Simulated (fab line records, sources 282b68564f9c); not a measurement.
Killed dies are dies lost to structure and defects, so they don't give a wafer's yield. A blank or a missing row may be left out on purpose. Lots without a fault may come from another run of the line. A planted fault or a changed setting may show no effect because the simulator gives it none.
fab line records | flow rit_cmos
record lots=5 wafers=15 last_day=7
route steps=202 shown PWELL@39 WELLDRIVE@50 NWELL@51 NRETRO@53 PRETRO@64 GATE@75 FOX2@80
lots that met no fault: from a run of the same line without faults
start_h: hours from the record's first day to the start of the lot's first wafer shown | wait_h: hours since the lot's step before | " the same as in the row above | L1.1+2: a row that stands for several wafers | - no value, or no start given | * or withheld: withheld | < > ~ a bound
route shown NAME@n: a module of which the file shows steps, and the number in the route of the first | usual: mean/standard deviation of fault-free wafers | same: alike in all rows | chamber/n: place in a boat | sites: the reading at each site | _std_site: their standard deviation | _edge_site: outer sites' mean less inner sites' | radius_mm: how far each site lies from the wafer's centre | mask NAME#n: copy n | behind: the tool/chamber that last shaped the wafer | hold: why the lot was held/for how many hours/how that ended | device: the transistor (n, p or np) that didn't switch | end of line: the same wafers' tests at the end of the route | a step without rows: its recipe alone | killed: dies lost to structure and defects at the first sort, not the wafer's yield | map: a wafer's dies, x killed, . not, _ none there
set.NAME: the setting as run; set.NAME@STEP: as run at that earlier step | model.NAME: the simulator's own value behind a step, which no gauge read
lots at some steps of the route; a table a step, a row a wafer
services: from which hour (start_h, from the record's first day; less than 0 if before it) a tool's chamber was out of use, for how many hours, and why
## steps
# step RIT_PWELL_HMDS_00
# recipe prime_time_s=60 prime_temp_c=140
# usual prime_temp_c=140.02/0.15
# same prime_time_s=60
# columns lot.wafer tool chamber start_h wait_h prime_temp_c
L076.1 litho_track-04 0 31.33 0.1 139.82
L076.3 " 0 " " 139.91
L076.5 " 0 " " 140.01
L079.3 litho_track-01 0 51.18 0.1 140.16
L079.4 " 0 " " 140.27
L079.6 " 0 " " 140.08
L081.1 litho_track-03 0 57.97 0.1 140.09
L081.2 " 0 " " 139.97
L081.5 " 0 " " 139.89
L092.1 litho_track-03 0 113.03 0.1 140.21
L092.3 " 0 " " 140.05
L092.5 " 0 " " 140.13
L093.2 litho_track-04 0 118.19 0.1 139.94
L093.3 " 0 " " 140.08
L093.5 " 0 " " 139.94
# step RIT_PWELL_COAT_01
# recipe resist=NOVOLAK spin_rpm=2000 resist_thk_nm=1300
# columns lot.wafer tool chamber start_h wait_h
L076.1+3+5 litho_track-04 0 31.48 0.1
L079.3+4+6 litho_track-01 0 51.33 0.1
L081.1+2+5 litho_track-03 0 58.12 0.1
L092.1+3+5 litho_track-03 0 113.18 0.1
L093.2+3+5 litho_track-04 0 118.34 0.1
# step RIT_PWELL_SOFTBAKE_02
# recipe resist=NOVOLAK temp_c=90 time_s=60
# usual heater_power_total_W=34.56/0.045
# columns lot.wafer tool chamber start_h wait_h heater_power_total_W
L076.1 litho_track-04 0 31.63 0.1 34.65
L076.3 " 0 " " 34.59
L076.5 " 0 " " 34.61
L079.3 litho_track-01 0 51.48 0.1 34.54
L079.4 " 0 " " 34.50
L079.6 " 0 " " 34.58
L081.1 litho_track-03 0 58.27 0.1 34.55
L081.2 " 0 " " 34.57
L081.5 " 0 " " 34.57
L092.1 litho_track-03 0 113.33 0.1 34.62
L092.3 " 0 " " 34.55
L092.5 " 0 " " 34.55
L093.2 litho_track-04 0 118.49 0.1 34.51
L093.3 " 0 " " 34.51
L093.5 " 0 " " 34.51
# step RIT_PWELL_EXPOSE_03
# recipe mask_id=M3 na=0.57 target_cd_nm=43700 dose_mj=250
# usual reticle_temp_C=23.00/0.1
# same na=0.57
# columns lot.wafer tool chamber start_h wait_h mask reticle_temp_C
L076.1 iline_stepper-02 0 31.78 0.1 M3#0 22.91
L076.3 " 0 " " M3#0 22.98
L076.5 " 0 " " M3#0 22.85
L079.3 iline_stepper-02 0 51.62 0.1 M3#0 22.65
L079.4 " 0 " " M3#0 23.01
L079.6 " 0 " " M3#0 23.03
L081.1 iline_stepper-02 0 58.55 0.2 M3#0 22.89
L081.2 " 0 " " M3#0 22.89
L081.5 " 0 " " M3#0 22.81
L092.1 iline_stepper-02 0 113.60 0.2 M3#0 22.95
L092.3 " 0 " " M3#0 23.09
L092.5 " 0 " " M3#0 23.01
L093.2 iline_stepper-02 0 118.64 0.1 M3#0 23.03
L093.3 " 0 " " M3#0 23.15
L093.5 " 0 " " M3#0 22.99
# step RIT_PWELL_PEB_04
# recipe resist=NOVOLAK temp_c=withheld time_s=withheld
# columns lot.wafer tool chamber start_h wait_h
L076.1+3+5 litho_track-03 0 31.90 0.1
L079.3+4+6 litho_track-01 0 51.78 0.1
L081.1+2+5 litho_track-04 0 58.67 0.1
L092.1+3+5 litho_track-04 0 113.72 0.1
L093.2+3+5 litho_track-04 0 118.76 0.1
# step RIT_PWELL_DEVELOP_05
# recipe resist=NOVOLAK develop_time_s=68 dev_temp_c=23
# columns lot.wafer tool chamber start_h wait_h
L076.1+3+5 litho_track-03 0 - -
L079.3+4+6 litho_track-01 0 - -
L081.1+2+5 litho_track-04 0 - -
L092.1+3+5 litho_track-04 0 - -
L093.2+3+5 litho_track-04 0 - -
# step RIT_PWELL_OVL_MEAS_06
# usual PWELL_OVL=0.0/1.4
# columns lot.wafer tool chamber start_h wait_h PWELL_OVL[nm]
L076.1 overlay-02 - 32.21 - -3.1
L076.3 " - " " -2.8
L076.5 " - " " -1.7
L079.3 overlay-01 - 52.05 - 1.2
L079.4 " - " " 1.0
L079.6 " - " " 2.3
L081.1 overlay-02 - 58.98 - -0.8
L081.2 " - " " -1.9
L081.5 " - " " -1.7
L092.1 overlay-01 - 114.03 - 0.8
L092.3 " - " " 0.0
L092.5 " - " " 0.3
L093.2 overlay-02 - 119.06 - 0.2
L093.3 " - " " 1.5
L093.5 " - " " -0.2
# step RIT_PWELL_HARDBAKE_07
# recipe resist=NOVOLAK temp_c=140 time_s=120
# usual heater_power_total_W=52.02/0.059
# columns lot.wafer tool chamber start_h wait_h heater_power_total_W
L076.1 litho_track-01 0 32.25 0.0 52.08
L076.3 " 0 " " 51.98
L076.5 " 0 " " 52.15
L079.3 litho_track-01 0 52.16 0.1 51.95
L079.4 " 0 " " 52.15
L079.6 " 0 " " 52.09
L081.1 litho_track-04 0 59.02 0.0 52.10
L081.2 " 0 " " 52.02
L081.5 " 0 " " 51.95
L092.1 litho_track-01 0 114.07 0.0 51.86
L092.3 " 0 " " 51.93
L092.5 " 0 " " 52.02
L093.2 litho_track-03 0 119.13 0.1 52.07
L093.3 " 0 " " 52.00
L093.5 " 0 " " 52.01
# step RIT_PWELL_IMPLANT_08
# recipe species=B energy_kev=170 dose_cm2=7e+13 tilt_deg=7
# usual tilt_deg=7.002/0.018
# columns lot.wafer tool chamber start_h wait_h tilt_deg
L076.1 implanter-03 0 32.50 0.2 6.998
L076.3 " 0 " " 6.990
L076.5 " 0 " " 6.981
L079.3 implanter-03 0 52.38 0.2 6.994
L079.4 " 0 " " 7.027
L079.6 " 0 " " 7.006
L081.1 implanter-02 0 59.27 0.2 7.003
L081.2 " 0 " " 7.018
L081.5 " 0 " " 6.993
L092.1 implanter-02 0 114.32 0.2 7.004
L092.3 " 0 " " 7.007
L092.5 " 0 " " 7.009
L093.2 implanter-02 0 119.36 0.2 7.006
L093.3 " 0 " " 6.979
L093.5 " 0 " " 7.007
# step RIT_PWELL_STRIP_09
# recipe chemistry=O2 time_s=180 resist=NOVOLAK platen_temp_c=withheld power_w=500 pressure_mtorr=4000 o2_flow_sccm=3934
# usual drypump_motor_current_A=5.3/0.45
# columns lot.wafer tool chamber start_h wait_h drypump_motor_current_A rf_hours_counter_h
L076.1 plasma_asher-01 1 32.65 0.1 4.8 40
L076.3 " 0 " " 5.4 -
L076.5 " 0 " " 5.4 -
L079.3 plasma_asher-02 0 52.54 0.1 5.9 -
L079.4 " 1 " " 6.0 -
L079.6 " 0 " " 5.9 -
L081.1 plasma_asher-03 1 59.42 0.1 5.9 45
L081.2 " 0 " " 5.0 45
L081.5 " 1 " " 5.9 -
L092.1 plasma_asher-03 1 114.47 0.1 5.9 50
L092.3 " 0 " " 4.9 -
L092.5 " 1 " " 5.9 -
L093.2 plasma_asher-03 1 119.49 0.1 5.9 50
L093.3 " 1 " " 5.9 -
L093.5 " 1 " " 5.9 -
# step RIT_PWELL_TW_MEAS_10
# usual PWELL_TW=946/9.8
# columns lot.wafer tool chamber start_h wait_h PWELL_TW
L076.1 film_metro-02 - 32.83 0.1 950
L076.3 " - " " 953
L076.5 " - " " 950
L079.3 film_metro-04 - 52.67 0.1 961
L079.4 " - " " 955
L079.6 " - " " 960
L081.1 film_metro-02 - 59.59 0.1 951
L081.2 " - " " 954
L081.5 " - " " 952
L092.1 film_metro-02 - 114.64 0.1 950
L092.3 " - " " 951
L092.5 " - " " 945
L093.2 film_metro-02 - 119.67 0.1 947
L093.3 " - " " 945
L093.5 " - " " 947
# step RIT_WELLDRIVE_ANNEAL_00
# recipe temp_c=1100 time_s=14700 ambient=N2
# columns lot.wafer tool chamber start_h wait_h
L076.1+3+5 furnace-01 0 32.92 0.1
L079.3+4+6 furnace-04 0 52.71 0.0
L081.1+2+5 furnace-03 0 59.71 0.1
L092.1+3+5 furnace-01 0 114.70 0.1
L093.2+3+5 furnace-01 0 120.03 0.4
# step RIT_WELLDRIVE_RS_MEAS_01
# recipe thk_meas_gauge=four-point-probe
# usual NWELL_RS=275.4/0.82
# columns lot.wafer tool chamber start_h wait_h NWELL_RS[ohm/sq]
L076.1 film_metro-02 - 38.01 0.0 275.3
L076.3 " - " " 274.6
L076.5 " - " " 275.3
L079.3 film_metro-02 - 57.84 0.0 275.3
L079.4 " - " " 275.6
L079.6 " - " " 275.7
L081.1 film_metro-01 - 64.80 0.0 275.4
L081.2 " - " " 275.0
L081.5 " - " " 276.3
L092.1 film_metro-01 - 119.78 0.0 275.8
L092.3 " - " " 275.6
L092.5 " - " " 275.8
L093.2 film_metro-04 - 125.14 0.0 277.3
L093.3 " - " " 276.8
L093.5 " - " " 276.8
# step RIT_WELLDRIVE_RS_MEAS_02
# recipe thk_meas_gauge=four-point-probe
# usual PWELL_RS=429.1/1.3
# columns lot.wafer tool chamber start_h wait_h PWELL_RS[ohm/sq]
L076.1 film_metro-02 - 38.13 0.1 427.1
L076.3 " - " " 429.0
L076.5 " - " " 429.3
L079.3 film_metro-02 - 57.96 0.1 427.0
L079.4 " - " " 428.2
L079.6 " - " " 428.5
L081.1 film_metro-01 - 64.92 0.1 428.6
L081.2 " - " " 428.7
L081.5 " - " " 429.1
L092.1 film_metro-01 - 119.90 0.1 429.9
L092.3 " - " " 428.9
L092.5 " - " " 428.8
L093.2 film_metro-04 - 125.26 0.1 430.2
L093.3 " - " " 430.3
L093.5 " - " " 431.1
# step RIT_NRETRO_HMDS_00
# recipe prime_time_s=60 prime_temp_c=140
# usual prime_temp_c=140.01/0.14
# same prime_time_s=60
# columns lot.wafer tool chamber start_h wait_h prime_temp_c
L076.1 litho_track-02 0 38.25 0.1 140.01
L076.3 " 0 " " 140.08
L076.5 " 0 " " 140.26
L079.3 litho_track-01 0 58.09 0.1 140.14
L079.4 " 0 " " 140.30
L079.6 " 0 " " 140.22
L081.1 litho_track-02 0 65.04 0.1 139.88
L081.2 " 0 " " 139.82
L081.5 " 0 " " 139.80
L092.1 litho_track-03 0 120.02 0.1 139.92
L092.3 " 0 " " 140.02
L092.5 " 0 " " 140.24
L093.2 litho_track-02 0 125.38 0.1 139.91
L093.3 " 0 " " 140.03
L093.5 " 0 " " 139.91
# step RIT_NRETRO_COAT_01
# recipe resist=NOVOLAK spin_rpm=2000 resist_thk_nm=1300
# columns lot.wafer tool chamber start_h wait_h
L076.1+3+5 litho_track-02 0 38.40 0.1
L079.3+4+6 litho_track-01 0 58.24 0.1
L081.1+2+5 litho_track-02 0 65.19 0.1
L092.1+3+5 litho_track-03 0 120.17 0.1
L093.2+3+5 litho_track-02 0 125.53 0.1
# step RIT_NRETRO_SOFTBAKE_02
# recipe resist=NOVOLAK temp_c=90 time_s=60
# usual heater_power_total_W=34.56/0.046
# columns lot.wafer tool chamber start_h wait_h heater_power_total_W
L076.1 litho_track-02 0 38.55 0.1 34.55
L076.3 " 0 " " 34.62
L076.5 " 0 " " 34.56
L079.3 litho_track-01 0 58.39 0.1 34.57
L079.4 " 0 " " 34.62
L079.6 " 0 " " 34.61
L081.1 litho_track-02 0 65.34 0.1 34.66
L081.2 " 0 " " 34.67
L081.5 " 0 " " 34.60
L092.1 litho_track-03 0 120.32 0.1 34.54
L092.3 " 0 " " 34.56
L092.5 " 0 " " 34.55
L093.2 litho_track-02 0 125.68 0.1 34.54
L093.3 " 0 " " 34.53
L093.5 " 0 " " 34.55
# step RIT_NRETRO_EXPOSE_03
# recipe mask_id=M4 na=0.57 target_cd_nm=43900 dose_mj=250
# usual reticle_temp_C=22.99/0.1
# same na=0.57
# columns lot.wafer tool chamber start_h wait_h mask reticle_temp_C
L076.1 iline_stepper-01 0 38.70 0.1 M4#0 22.80
L076.3 " 0 " " M4#0 22.95
L076.5 " 0 " " M4#0 22.93
L079.3 iline_stepper-01 0 58.65 0.2 M4#0 22.79
L079.4 " 0 " " M4#0 23.01
L079.6 " 0 " " M4#0 22.79
L081.1 iline_stepper-02 0 65.49 0.1 M4#0 23.06
L081.2 " 0 " " M4#0 22.96
L081.5 " 0 " " M4#0 23.11
L092.1 iline_stepper-02 0 120.60 0.2 M4#0 23.01
L092.3 " 0 " " M4#0 23.12
L092.5 " 0 " " M4#0 23.04
L093.2 iline_stepper-02 0 125.83 0.1 M4#0 22.86
L093.3 " 0 " " M4#0 22.97
L093.5 " 0 " " M4#0 23.14
# step RIT_NRETRO_PEB_04
# recipe resist=NOVOLAK temp_c=withheld time_s=withheld
# columns lot.wafer tool chamber start_h wait_h
L076.1+3+5 litho_track-01 0 38.81 0.1
L079.3+4+6 litho_track-02 0 58.78 0.1
L081.1+2+5 litho_track-01 0 65.60 0.1
L092.1+3+5 litho_track-01 0 120.72 0.1
L093.2+3+5 litho_track-01 0 125.95 0.1
# step RIT_NRETRO_DEVELOP_05
# recipe resist=NOVOLAK develop_time_s=68 dev_temp_c=23
# columns lot.wafer tool chamber start_h wait_h
L076.1+3+5 litho_track-01 0 - -
L079.3+4+6 litho_track-02 0 - -
L081.1+2+5 litho_track-01 0 - -
L092.1+3+5 litho_track-01 0 - -
L093.2+3+5 litho_track-01 0 - -
# step RIT_NRETRO_OVL_MEAS_06
# usual NRETRO_OVL=-1.4/1.1
# columns lot.wafer tool chamber start_h wait_h NRETRO_OVL[nm]
L076.1 overlay-02 - 39.13 - -2.6
L076.3 " - " " -1.4
L076.5 " - " " -2.4
L079.3 overlay-01 - 59.05 - -1.4
L079.4 " - " " -1.7
L079.6 " - " " -0.9
L081.1 overlay-02 - 65.92 - -0.3
L081.2 " - " " -0.8
L081.5 " - " " -2.0
L092.1 overlay-01 - 121.03 - -2.9
L092.3 " - " " -2.8
L092.5 " - " " -2.6
L093.2 overlay-01 - 126.24 - 0.7
L093.3 " - " " -0.2
L093.5 " - " " 0.0
# step RIT_NRETRO_HARDBAKE_07
# recipe resist=NOVOLAK temp_c=140 time_s=120
# usual heater_power_total_W=52.03/0.059
# columns lot.wafer tool chamber start_h wait_h heater_power_total_W
L076.1 litho_track-02 0 39.16 0.0 52.09
L076.3 " 0 " " 51.94
L076.5 " 0 " " 52.02
L079.3 litho_track-01 0 59.16 0.1 51.95
L079.4 " 0 " " 52.07
L079.6 " 0 " " 52.00
L081.1 litho_track-01 0 65.95 0.0 52.12
L081.2 " 0 " " 51.94
L081.5 " 0 " " 51.97
L092.1 litho_track-03 0 121.07 0.0 52.00
L092.3 " 0 " " 52.05
L092.5 " 0 " " 52.12
L093.2 litho_track-01 0 126.32 0.1 52.00
L093.3 " 0 " " 52.12
L093.5 " 0 " " 52.00
# step RIT_NRETRO_IMPLANT_08
# recipe species=P energy_kev=70 dose_cm2=9.825e+12 tilt_deg=7
# usual tilt_deg=6.996/0.019
# columns lot.wafer tool chamber start_h wait_h tilt_deg
L076.1 implanter-01 0 39.41 0.2 6.978
L076.3 " 0 " " 6.994
L076.5 " 0 " " 6.998
L079.3 implanter-04 0 59.38 0.2 6.996
L079.4 " 0 " " 6.972
L079.6 " 0 " " 6.978
L081.1 implanter-02 0 66.20 0.2 7.015
L081.2 " 0 " " 6.997
L081.5 " 0 " " 6.987
L092.1 implanter-02 0 121.32 0.2 7.005
L092.3 " 0 " " 7.005
L092.5 " 0 " " 6.990
L093.2 implanter-02 0 126.55 0.2 7.022
L093.3 " 0 " " 7.013
L093.5 " 0 " " 7.032
# step RIT_NRETRO_STRIP_09
# recipe chemistry=O2 time_s=180 resist=NOVOLAK platen_temp_c=withheld power_w=500 pressure_mtorr=4000 o2_flow_sccm=4000
# usual drypump_motor_current_A=5.5/0.42
# columns lot.wafer tool chamber start_h wait_h drypump_motor_current_A rf_hours_counter_h
L076.1 plasma_asher-01 0 39.56 0.1 5.4 41
L076.3 " 1 " " 4.8 -
L076.5 " 1 " " 4.8 -
L079.3 plasma_asher-04 0 59.54 0.1 5.6 -
L079.4 " 1 " " 5.5 -
L079.6 " 1 " " 5.5 -
L081.1 plasma_asher-02 0 66.35 0.1 5.9 41
L081.2 " 1 " " 6.0 41
L081.5 " 1 " " 6.0 -
L092.1 plasma_asher-04 0 121.47 0.1 5.6 28
L092.3 " 0 " " 5.6 -
L092.5 " 1 " " 5.5 -
L093.2 plasma_asher-02 1 126.67 0.1 6.0 1
L093.3 " 1 " " 6.0 -
L093.5 " 1 " " 6.0 -
# step RIT_NRETRO_TW_MEAS_10
# usual NRETRO_TW=1047/7.6
# columns lot.wafer tool chamber start_h wait_h NRETRO_TW
L076.1 film_metro-03 - 39.74 0.1 1048
L076.3 " - " " 1048
L076.5 " - " " 1046
L079.3 film_metro-04 - 59.67 0.1 1050
L079.4 " - " " 1056
L079.6 " - " " 1049
L081.1 film_metro-02 - 66.53 0.1 1040
L081.2 " - " " 1043
L081.5 " - " " 1041
L092.1 film_metro-02 - 121.64 0.1 1034
L092.3 " - " " 1042
L092.5 " - " " 1035
L093.2 film_metro-03 - 126.86 0.1 1056
L093.3 " - " " 1062
L093.5 " - " " 1059
# step RIT_PRETRO_HMDS_00
# recipe prime_time_s=60 prime_temp_c=140
# usual prime_temp_c=139.99/0.14
# same prime_time_s=60
# columns lot.wafer tool chamber start_h wait_h prime_temp_c
L076.1 litho_track-04 0 39.80 0.1 139.98
L076.3 " 0 " " 139.95
L076.5 " 0 " " 140.14
L079.3 litho_track-02 0 59.76 0.1 140.01
L079.4 " 0 " " 139.90
L079.6 " 0 " " 140.04
L081.1 litho_track-04 0 66.59 0.1 140.02
L081.2 " 0 " " 140.10
L081.5 " 0 " " 139.94
L092.1 litho_track-02 0 121.70 0.1 139.77
L092.3 " 0 " " 139.92
L092.5 " 0 " " 139.93
L093.2 litho_track-04 0 126.94 0.1 140.01
L093.3 " 0 " " 140.14
L093.5 " 0 " " 140.13
# step RIT_PRETRO_COAT_01
# recipe resist=NOVOLAK spin_rpm=2000 resist_thk_nm=1300
# columns lot.wafer tool chamber start_h wait_h
L076.1+3+5 litho_track-04 0 39.95 0.1
L079.3+4+6 litho_track-02 0 59.91 0.1
L081.1+2+5 litho_track-04 0 66.74 0.1
L092.1+3+5 litho_track-02 0 121.85 0.1
L093.2+3+5 litho_track-04 0 127.09 0.1
# step RIT_PRETRO_SOFTBAKE_02
# recipe resist=NOVOLAK temp_c=90 time_s=60
# usual heater_power_total_W=34.56/0.048
# columns lot.wafer tool chamber start_h wait_h heater_power_total_W
L076.1 litho_track-04 0 40.10 0.1 34.59
L076.3 " 0 " " 34.63
L076.5 " 0 " " 34.48
L079.3 litho_track-02 0 60.06 0.1 34.56
L079.4 " 0 " " 34.51
L079.6 " 0 " " 34.59
L081.1 litho_track-04 0 66.89 0.1 34.56
L081.2 " 0 " " 34.53
L081.5 " 0 " " 34.59
L092.1 litho_track-02 0 122.00 0.1 34.60
L092.3 " 0 " " 34.60
L092.5 " 0 " " 34.57
L093.2 litho_track-04 0 127.24 0.1 34.56
L093.3 " 0 " " 34.61
L093.5 " 0 " " 34.62
# step RIT_PRETRO_EXPOSE_03
# recipe mask_id=M5 na=0.57 target_cd_nm=43700 dose_mj=250
# usual reticle_temp_C=23.00/0.1
# same na=0.57
# columns lot.wafer tool chamber start_h wait_h mask reticle_temp_C
L076.1 iline_stepper-01 0 40.25 0.1 M5#0 22.93
L076.3 " 0 " " M5#0 23.13
L076.5 " 0 " " M5#0 23.05
L079.3 iline_stepper-02 0 60.20 0.1 M5#0 22.91
L079.4 " 0 " " M5#0 22.96
L079.6 " 0 " " M5#0 22.97
L081.1 iline_stepper-02 0 67.04 0.1 M5#0 22.92
L081.2 " 0 " " M5#0 22.83
L081.5 " 0 " " M5#0 23.02
L092.1 iline_stepper-02 0 122.28 0.2 M5#0 23.01
L092.3 " 0 " " M5#0 22.83
L092.5 " 0 " " M5#0 22.91
L093.2 iline_stepper-02 0 127.38 0.1 M5#0 22.96
L093.3 " 0 " " M5#0 22.91
L093.5 " 0 " " M5#0 22.98
# step RIT_PRETRO_PEB_04
# recipe resist=NOVOLAK temp_c=withheld time_s=withheld
# columns lot.wafer tool chamber start_h wait_h
L076.1+3+5 litho_track-01 0 40.37 0.1
L079.3+4+6 litho_track-02 0 60.33 0.1
L081.1+2+5 litho_track-04 0 67.15 0.1
L092.1+3+5 litho_track-01 0 122.39 0.1
L093.2+3+5 litho_track-02 0 127.67 0.3
# step RIT_PRETRO_DEVELOP_05
# recipe resist=NOVOLAK develop_time_s=68 dev_temp_c=23
# columns lot.wafer tool chamber start_h wait_h
L076.1+3+5 litho_track-01 0 - -
L079.3+4+6 litho_track-02 0 - -
L081.1+2+5 litho_track-04 0 - -
L092.1+3+5 litho_track-01 0 - -
L093.2+3+5 litho_track-02 0 - -
# step RIT_PRETRO_OVL_MEAS_06
# usual PRETRO_OVL=-0.9/1.3
# columns lot.wafer tool chamber start_h wait_h PRETRO_OVL[nm]
L076.1 overlay-02 - 40.68 - 0.0
L076.3 " - " " 0.4
L076.5 " - " " -1.2
L079.3 overlay-01 - 60.60 - 1.2
L079.4 " - " " 1.7
L079.6 " - " " 1.9
L081.1 overlay-01 - 67.47 - 0.2
L081.2 " - " " -1.1
L081.5 " - " " -1.0
L092.1 overlay-02 - 122.71 - -1.2
L092.3 " - " " -2.2
L092.5 " - " " -1.3
L093.2 overlay-02 - 127.96 - -2.0
L093.3 " - " " -1.4
L093.5 " - " " -2.6
# step RIT_PRETRO_HARDBAKE_07
# recipe resist=NOVOLAK temp_c=140 time_s=120
# usual heater_power_total_W=52.03/0.069
# columns lot.wafer tool chamber start_h wait_h heater_power_total_W
L076.1 litho_track-02 0 40.75 0.1 52.04
L076.3 " 0 " " 52.07
L076.5 " 0 " " 52.08
L079.3 litho_track-02 0 60.71 0.1 52.17
L079.4 " 0 " " 51.97
L079.6 " 0 " " 52.03
L081.1 litho_track-01 0 67.50 0.0 52.11
L081.2 " 0 " " 51.86
L081.5 " 0 " " 52.03
L092.1 litho_track-01 0 122.74 0.0 52.03
L092.3 " 0 " " 52.00
L092.5 " 0 " " 52.01
L093.2 litho_track-01 0 128.04 0.1 51.90
L093.3 " 0 " " 52.07
L093.5 " 0 " " 52.06
# step RIT_PRETRO_IMPLANT_08
# recipe species=B energy_kev=45 dose_cm2=1.2e+13 tilt_deg=7
# usual tilt_deg=7.003/0.021
# columns lot.wafer tool chamber start_h wait_h tilt_deg
L076.1 implanter-04 0 41.00 0.2 7.000
L076.3 " 0 " " 7.008
L076.5 " 0 " " 6.997
L079.3 implanter-01 0 60.93 0.2 6.978
L079.4 " 0 " " 6.986
L079.6 " 0 " " 6.983
L081.1 implanter-03 0 67.75 0.2 7.014
L081.2 " 0 " " 7.039
L081.5 " 0 " " 6.987
L092.1 implanter-03 0 122.99 0.2 6.983
L092.3 " 0 " " 6.994
L092.5 " 0 " " 6.989
L093.2 implanter-04 0 128.27 0.2 6.994
L093.3 " 0 " " 7.014
L093.5 " 0 " " 7.014
# step RIT_PRETRO_STRIP_09
# recipe chemistry=O2 time_s=180 resist=NOVOLAK platen_temp_c=withheld power_w=491.1 pressure_mtorr=4000 o2_flow_sccm=4000
# usual drypump_motor_current_A=5.6/0.38
# columns lot.wafer tool chamber start_h wait_h drypump_motor_current_A rf_hours_counter_h
L076.1 plasma_asher-02 1 41.15 0.1 6.0 39
L076.3 " 1 " " 6.0 -
L076.5 " 1 " " 6.0 -
L079.3 plasma_asher-04 0 61.09 0.1 5.5 -
L079.4 " 1 " " 5.5 -
L079.6 " 1 " " 5.5 -
L081.1 plasma_asher-02 1 67.90 0.1 6.0 41
L081.2 " 0 " " 5.9 41
L081.5 " 1 " " 6.0 -
L092.1 plasma_asher-03 1 123.14 0.1 6.0 51
L092.3 " 0 " " 4.9 -
L092.5 " 1 " " 6.0 -
L093.2 plasma_asher-04 1 128.39 0.1 5.5 29
L093.3 " 0 " " 5.6 -
L093.5 " 0 " " 5.6 -
# step RIT_PRETRO_TW_MEAS_10
# usual PRETRO_TW=474/5
# columns lot.wafer tool chamber start_h wait_h PRETRO_TW
L076.1 film_metro-02 - 41.33 0.1 473
L076.3 " - " " 474
L076.5 " - " " 477
L079.3 film_metro-01 - 61.22 0.1 464
L079.4 " - " " 464
L079.6 " - " " 465
L081.1 film_metro-02 - 68.08 0.1 472
L081.2 " - " " 475
L081.5 " - " " 471
L092.1 film_metro-02 - 123.32 0.1 470
L092.3 " - " " 472
L092.5 " - " " 473
L093.2 film_metro-03 - 128.58 0.1 480
L093.3 " - " " 480
L093.5 " - " " 479
# step RIT_GATE_WET_ETCH_00
# recipe chemistry=BOE target=SiO2 target_depth_nm=56 time_s=60 dry=n2_spin dilution=10:1 temp_c=21.5
# columns lot.wafer tool chamber start_h wait_h
L076.1+3+5 wet_bench-03 0 41.39 0.1
L079.3+4+6 wet_bench-01 0 61.26 0.0
L081.1+2+5 wet_bench-04 2 68.14 0.1
L092.1+3+5 wet_bench-01 2 123.38 0.1
L093.2+3+5 wet_bench-04 3 128.63 0.0
# step RIT_GATE_CLEAN_01
# recipe chemistry=SC1 mix=3:3:50 time_s=600 temp_c=75
# columns lot.wafer tool chamber start_h wait_h
L076.1+3+5 wet_bench-04 0 41.41 0.0
L079.3+4+6 wet_bench-04 3 61.31 0.0
L081.1+2+5 wet_bench-01 0 68.19 0.0
L092.1+3+5 wet_bench-03 1 123.40 0.0
L093.2+3+5 wet_bench-01 1 128.66 0.0
# step RIT_GATE_CLEAN_02
# recipe chemistry=dHF dilution=50:1 time_s=30
# columns lot.wafer tool chamber start_h wait_h
L076.1+3+5 wet_bench-04 1 41.60 0.0
L079.3+4+6 wet_bench-01 3 61.66 0.0
L081.1+2+5 wet_bench-04 2 68.54 0.0
L092.1+3+5 wet_bench-04 2 123.59 0.0
L093.2+3+5 wet_bench-04 1 128.83 0.0
# step RIT_GATE_CLEAN_03
# recipe chemistry=SC2 mix=3:3:50 time_s=600 temp_c=75 dry=n2_spin
# columns lot.wafer tool chamber start_h wait_h
L076.1+3+5 wet_bench-04 0 41.62 0.0
L079.3+4+6 wet_bench-03 1 61.70 0.0
L081.1+2+5 wet_bench-01 3 68.57 0.0
L092.1+3+5 wet_bench-01 3 123.61 0.0
L093.2+3+5 wet_bench-03 2 128.85 0.0
# step RIT_GATE_CLEAN_04
# recipe chemistry=dHF dilution=50:1 time_s=60 dry=n2_spin
# columns lot.wafer tool chamber start_h wait_h
L076.1+3+5 wet_bench-03 0 41.81 0.0
L079.3+4+6 wet_bench-01 2 61.87 0.0
L081.1+2+5 wet_bench-04 1 68.92 0.0
L092.1+3+5 wet_bench-04 0 123.79 0.0
L093.2+3+5 wet_bench-04 0 129.06 0.0
# step RIT_FOX2_THK_MEAS_91
# recipe reads=SiO2_of_FOX2_OXIDATION_00
# usual FIELD_OXIDE_LEFT_2_THK=255/8.2
# columns lot.wafer tool chamber start_h wait_h FIELD_OXIDE_LEFT_2_THK[nm]
L076.1 film_metro-01 - 41.84 0.0 264
L076.3 " - " " 252
L076.5 " - " " 260
L079.3 film_metro-04 - 61.94 0.0 244
L079.4 " - " " 246
L079.6 " - " " 247
L081.1 film_metro-04 - 68.97 0.0 250
L081.2 " - " " 250
L081.5 " - " " 247
L092.1 film_metro-04 - 123.81 0.0 260
L092.3 " - " " 264
L092.5 " - " " 264
L093.2 film_metro-01 - 129.10 0.0 273
L093.3 " - " " 275
L093.5 " - " " 273
# step RIT_GATE_OXIDATION_05
# recipe temp_c=894.8 ambient=O2 target_thk_a=30 ox_time_s=270
# columns lot.wafer tool chamber start_h wait_h
L076.1+3+5 furnace-01 0 42.05 0.2
L079.3+4+6 furnace-01 0 63.45 1.5
L081.1+2+5 furnace-03 0 69.03 0.1
L092.1+3+5 furnace-04 0 123.92 0.1
L093.2+3+5 furnace-01 0 129.30 0.2
# step RIT_GATE_ANNEAL_06
# recipe temp_c=900 time_s=600 ambient=N2O
# columns lot.wafer tool chamber start_h wait_h
L076.1+3+5 furnace-04 0 44.20 1.1
L079.3+4+6 furnace-03 0 66.11 1.6
L081.1+2+5 furnace-03 0 70.11 0.0
L092.1+3+5 furnace-04 0 125.00 0.0
L093.2+3+5 furnace-03 0 133.64 3.3
## services
# columns tool chamber start_h hours kind
implanter-02 - 7.95 3.0 pm
furnace-03 - 27.62 2.6 pm
plasma_asher-04 - 33.20 1.2 repair
implanter-01 - 42.13 3.2 pm
plasma_asher-02 - 43.47 2.2 repair
furnace-04 - 63.59 3.1 pm
wet_bench-03 - 67.34 3.2 repair
plasma_asher-03 - 68.20 8.0 repair
plasma_asher-04 - 69.16 10.0 pm
implanter-01 - 72.81 2.4 repair
iline_stepper-01 - 75.87 4.3 pm
plasma_asher-01 - 90.33 1.3 repair
implanter-02 - 91.68 6.2 repair
plasma_asher-04 - 95.39 2.0 repair
plasma_asher-02 - 108.75 9.0 pm
plasma_asher-02 0 108.75 9.0 vent_cycle
plasma_asher-02 1 108.75 9.0 vent_cycle
implanter-01 - 109.16 29.6 pm
plasma_asher-02 0 117.75 - clean
plasma_asher-02 1 117.75 - clean
## key
fault none
